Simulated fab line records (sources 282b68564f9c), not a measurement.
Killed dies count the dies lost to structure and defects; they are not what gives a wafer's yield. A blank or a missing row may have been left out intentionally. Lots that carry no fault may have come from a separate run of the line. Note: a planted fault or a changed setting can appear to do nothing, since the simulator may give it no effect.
Comparing a struck lot with a sound one ; flow rit cmos ; 14 out of 202 route steps
Sound: these wafers, L682.2, L682.4, L682.6. Struck: wafers L686.1, L686.2, L686.3. The cause is given at the end.
Order at every step that has rows: each side's tool, ch and its chambers, its first start. Under that, the readings that differ: sound wafers ; struck wafers ; difference of the means ; sigmas: that difference in standard deviations of wafers without a fault.
alike: readings whose means differ by less than 2 such deviations, and words and numbers that are the same on both sides. not compared: withheld readings, readings that some wafer has no value for, bounds like >300 that may hide the same value, and numbers for which the record gives no deviation and whose values overlap.
Wherever a step has rows on one side only, a row that says differs or no value, or a row with sigmas, the two part there. When numbers do not overlap yet have no deviation, they are printed without sigmas and do not part them. A reading missing from all wafers of one side parts the sides only when that side holds two or more wafers.

first, 2 steps without rows for these wafers: RIT_PWELL_HARDBAKE_07 (time 120 s); RIT_PWELL_IMPLANT_08.
RIT_PWELL_STRIP_09: strips in O2, time 180 s.
  sound on plasma asher-01 ch 0,1, day 4 00:22; struck on plasma asher-01 ch 0,1, day 4 22:08
  alike: drypump motor current A
  not compared: rf hours counter h
RIT_PWELL_TW_MEAS_10:
  sound on film metro-04, day 4 00:34; struck on film metro-02, day 4 22:19
  alike: PWELL_TW
then, 1 step without rows for these wafers: RIT_WELLDRIVE_ANNEAL_00 (time 14700 s).
RIT_WELLDRIVE_RS_MEAS_01: uses a four-point probe to measure.
  sound on film metro-02, day 4 07:26; struck on film metro-02, day 5 04:08
  alike: NWELL_RS
RIT_WELLDRIVE_RS_MEAS_02: uses a four-point probe to measure.
  sound on film metro-02, day 4 07:33; struck on film metro-02, day 5 04:16
  alike: PWELL_RS
then, 5 steps without rows for these wafers: RIT_NRETRO_HMDS_00 (prime time 60 s); RIT_NRETRO_COAT_01 (resist thk 1300 nm); RIT_NRETRO_SOFTBAKE_02 (time 60 s); RIT_NRETRO_EXPOSE_03 (exposes mask M4, target cd 43900 nm); RIT_NRETRO_PEB_04.
RIT_NRETRO_DEVELOP_05: develop time 68 s.
  sound on litho track-02 ch 0, day 4 08:00; struck on litho track-03, day 5 05:00
  no value came back on the struck wafers for chill plate temp C (C), develop time s (s), developer temp C (C); on the sound wafers chill plate temp C (C) reads 22.90 23.04 22.96
RIT_NRETRO_OVL_MEAS_06:
  sound on overlay-02, day 4 08:32; struck on overlay-01, day 5 05:22
reading;sound;struck;difference;sigmas
NRETRO_OVL (nm);3.2 1.1 0.5;- - -;no value on the struck wafers;

## WHERE THEY PART
First at RIT_NRETRO_DEVELOP_05; last, within this record, at RIT_NRETRO_OVL_MEAS_06.

WHY: what had been put in by the simulator
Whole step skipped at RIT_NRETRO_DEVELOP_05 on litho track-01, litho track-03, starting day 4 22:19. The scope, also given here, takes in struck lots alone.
